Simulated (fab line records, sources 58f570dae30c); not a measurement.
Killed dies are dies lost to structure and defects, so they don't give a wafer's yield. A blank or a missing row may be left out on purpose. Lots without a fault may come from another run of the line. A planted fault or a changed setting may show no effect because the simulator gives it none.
fab line records | flow berkeley_cmos170
record lots=7 wafers=21 last_day=11
route steps=331 shown PFIELD@80 FIELD@89
lots that met no fault: from a run of the same line without faults
start_h: hours from the record's first day to the start of the lot's first wafer shown | wait_h: hours since the lot's step before | " the same as in the row above | L1.1+2: a row that stands for several wafers | - no value, or no start given | * or withheld: withheld | < > ~ a bound
route shown NAME@n: a module of which the file shows steps, and the number in the route of the first | usual: mean/standard deviation of fault-free wafers | same: alike in all rows | chamber/n: place in a boat | sites: the reading at each site | _std_site: their standard deviation | _edge_site: outer sites' mean less inner sites' | radius_mm: how far each site lies from the wafer's centre | mask NAME#n: copy n | behind: the tool/chamber that last shaped the wafer | hold: why the lot was held/for how many hours/how that ended | device: the transistor (n, p or np) that didn't switch | end of line: the same wafers' tests at the end of the route | a step without rows: its recipe alone | killed: dies lost to structure and defects at the first sort, not the wafer's yield | map: a wafer's dies, x killed, . not, _ none there
set.NAME: the setting as run; set.NAME@STEP: as run at that earlier step | model.NAME: the simulator's own value behind a step, which no gauge read
lots at some steps of the route; a table a step, a row a wafer
services: from which hour (start_h, from the record's first day; less than 0 if before it) a tool's chamber was out of use, for how many hours, and why
## steps
# step UCB170_PFIELD_COAT_01
# recipe resist=KrF spin_rpm=1500 resist_thk_nm=900
# step UCB170_PFIELD_SOFTBAKE_02
# recipe resist=KrF temp_c=130 time_s=60
# step UCB170_PFIELD_EXPOSE_03
# recipe mask_id=PFIELD na=0.5 sigma_outer=0.6 source_shape=conventional target_cd_nm=1500 dose_mj=30
# step UCB170_PFIELD_PEB_04
# recipe peb_temp_c=130 peb_time_s=withheld resist=KrF
# step UCB170_PFIELD_DEVELOP_05
# recipe developer=TMAH develop_time_s=45 resist=KrF dev_temp_c=21
# step UCB170_PFIELD_OVL_MEAS_06
# usual PFIELD_OVL=1/5.1
# columns lot.wafer tool chamber start_h wait_h PFIELD_OVL[nm]
L782.1 overlay-02 - 85.12 - 10
L782.4 " - " " 10
L782.5 " - " " 3
L789.1 overlay-01 - 138.15 - 7
L789.3 " - " " 0
L789.4 " - " " 7
L793.2 overlay-02 - 146.59 - 1
L793.3 " - " " 10
L793.4 " - " " 2
L794.1 overlay-01 - 146.86 - 4
L794.4 " - " " -4
L794.5 " - " " 8
L795.2 overlay-01 - 164.29 - 2
L795.5 " - " " 2
L795.6 " - " " 3
L797.1 overlay-02 - 166.70 - 4
L797.4 " - " " -1
L797.5 " - " " 1
L801.1 overlay-01 - 189.14 - 9
L801.4 " - " " 6
L801.5 " - " " 2
# step UCB170_PFIELD_IMPLANT_07
# recipe species=B dose_cm2=2e+13 energy_kev=80 tilt_deg=7
# step UCB170_PFIELD_STRIP_08
# recipe chemistry=O2 power_w=400 pressure_mtorr=3500 platen_temp_c=withheld o2_flow_sccm=400 overash_fraction=0.5
# usual drypump_motor_current_A=5.8/0.54 oes_product_au=0.734/0.0044 strip_time_to_endpoint_s=21.68/0.073
# columns lot.wafer tool chamber start_h wait_h drypump_motor_current_A oes_product_au rf_hours_counter_h strip_time_to_endpoint_s
L782.1 plasma_asher-03 1 85.31 0.1 5.5 0.743 28 21.56
L782.4 " 1 " " 5.6 0.739 - 21.61
L782.5 " 1 " " 5.6 0.741 - 21.57
L789.1 plasma_asher-01 0 138.33 0.1 5.4 0.736 44 21.74
L789.3 " 1 " " 6.8 0.727 - 21.70
L789.4 " 0 " " 5.4 0.731 - 21.83
L793.2 plasma_asher-03 1 146.77 0.1 5.6 0.740 35 21.63
L793.3 " 0 " " 5.2 0.732 - 21.66
L793.4 " 1 " " 5.6 0.734 - 21.71
L794.1 plasma_asher-01 1 147.05 0.1 6.8 0.727 45 21.72
L794.4 " 0 " " 5.4 0.731 - 21.85
L794.5 " 1 " " 6.8 0.735 - 21.80
L795.2 plasma_asher-02 1 164.47 0.1 5.9 0.738 47 21.68
L795.5 " 0 " " 6.2 0.732 - 21.72
L795.6 " 1 " " 5.9 0.738 - 21.67
L797.1 plasma_asher-01 0 166.89 0.1 5.4 0.737 47 21.63
L797.4 " 0 " " 5.4 0.733 - 21.55
L797.5 " 1 " " 6.8 0.734 - 21.57
L801.1 plasma_asher-02 1 189.33 0.1 5.9 0.733 49 21.66
L801.4 " 1 " " 6.0 0.739 - 21.62
L801.5 " 0 " " 6.2 0.734 - 21.67
# step UCB170_PFIELD_TW_MEAS_09
# usual PFIELD_TW=597/5.6
# columns lot.wafer tool chamber start_h wait_h PFIELD_TW
L782.1 film_metro-03 - 85.41 0.1 612
L782.4 " - " " 613
L782.5 " - " " 610
L789.1 film_metro-03 - 138.43 0.1 594
L789.3 " - " " 596
L789.4 " - " " 597
L793.2 film_metro-03 - 146.88 0.1 596
L793.3 " - " " 598
L793.4 " - " " 599
L794.1 film_metro-03 - 147.15 0.1 594
L794.4 " - " " 599
L794.5 " - " " 595
L795.2 film_metro-02 - 164.58 0.1 608
L795.5 " - " " 602
L795.6 " - " " 601
L797.1 film_metro-03 - 166.99 0.1 596
L797.4 " - " " 595
L797.5 " - " " 594
L801.1 film_metro-04 - 189.43 0.1 600
L801.4 " - " " 601
L801.5 " - " " 600
# step UCB170_FIELD_CLEAN_00
# recipe chemistry=dHF dilution=25:1 time_s=7.5
# step UCB170_FIELD_OXIDATION_01
# recipe temp_c=1000 ambient=H2O p_h2o_torr=584.62 target_thk_a=5583 ox_time_s=7200
# step UCB170_FIELD_THK_MEAS_02
# recipe reads=SiO2_of_FIELD_OXIDATION_01
# usual FIELD_OXIDE_THK=561/13
# columns lot.wafer tool chamber start_h wait_h FIELD_OXIDE_THK[nm]
L782.1 film_metro-04 - 90.07 0.0 545
L782.4 " - " " 550
L782.5 " - " " 550
L789.1 film_metro-03 - 147.82 0.0 552
L789.3 " - " " 567
L789.4 " - " " 546
L794.1 film_metro-04 - 153.52 0.0 564
L794.4 " - " " 572
L794.5 " - " " 565
L793.2 film_metro-01 - 153.53 0.0 563
L793.3 " - " " 566
L793.4 " - " " 563
L795.2 film_metro-04 - 171.85 0.0 559
L795.5 " - " " 549
L795.6 " - " " 537
L797.1 film_metro-04 - 171.90 0.1 560
L797.4 " - " " 552
L797.5 " - " " 555
L801.1 film_metro-03 - 193.66 0.0 543
L801.4 " - " " 555
L801.5 " - " " 551
# step UCB170_FIELD_ANNEAL_03
# recipe temp_c=1000 time_s=1200 ambient=N2
# usual spike_tc_centre_C=1002.2/1 spike_tc_load_C=1025.5/1.6 zone_power_source_pct=30.5/2.6
# columns lot.wafer tool chamber start_h wait_h spike_tc_centre_C spike_tc_load_C zone_power_source_pct
L782.1 furnace-01 0 92.22 2.1 1002.2 1024.0 33.0
L782.4 " 0 " " 1001.5 1023.4 32.7
L782.5 " 0 " " 1002.9 1024.5 33.2
L789.1 furnace-03 0 152.33 4.5 1002.3 1026.3 28.0
L789.3 " 0 " " 1000.8 1025.8 27.7
L789.4 " 0 " " 1002.4 1026.3 28.0
L793.2 furnace-01 - 157.37 3.8 - - -
L793.3 " - " " - - -
L793.4 " - " " - - -
L794.1 furnace-01 - 157.37 3.8 - - -
L794.4 " - " " - - -
L794.5 " - " " - - -
L795.2 furnace-03 - 175.11 3.3 - - -
L795.5 " - " " - - -
L795.6 " - " " - - -
L797.1 furnace-03 0 175.11 3.2 1002.2 1025.1 27.5
L797.4 " 0 " " 1000.7 1027.1 28.0
L797.5 " 0 " " 1001.5 1025.9 27.8
L801.1 furnace-01 0 196.32 2.7 1004.6 1024.6 33.1
L801.4 " 0 " " 1000.7 1023.8 32.7
L801.5 " 0 " " 1004.2 1024.6 32.9
# step UCB170_FIELD_WET_ETCH_04
# recipe chemistry=dHF dilution=10:1 target=SiO2 temp_c=25 time_s=60
## services
# columns tool chamber start_h hours kind
furnace-01 - 124.37 4.8 pm
furnace-01 - 161.55 5.9 pm
## key
first_sign step=UCB170_FIELD_ANNEAL_03 reading=tool_record direction=missing
effect none on later readings
met_at UCB170_FIELD_ANNEAL_03
struck_wafers L793.2,L793.3,L793.4,L794.1,L794.4,L794.5,L795.2,L795.5,L795.6
later_rows_left_out L793.2,L793.3,L793.4,L794.1,L794.4,L794.5,L795.2,L795.5,L795.6
sort_left_out L793.2,L793.3,L793.4,L794.1,L794.4,L794.5,L795.2,L795.5,L795.6
tester_left_out L793,L794,L795
onset_between 152.33 157.37
fault kind=skipped_step_whole tool=furnace-01,furnace-03 chamber=- onset_h=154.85 steps=UCB170_FIELD_ANNEAL_03 scope=struck_lots_only
# tester_left_out: of these lots the tester's yield and bins aren't shown, on N5 and GAA mostly nor the transistor test; their killed dies are dies lost to structure and defects alone, not to doping, threshold or leakage, so they don't give the yield
# sort_left_out: the simulated sort isn't trusted on such a fault, so these wafers' sort isn't shown, and their yield isn't known
# later_rows_left_out: the simulator's readings of these wafers behind a module that went badly wrong aren't trusted and aren't shown, but for the sort
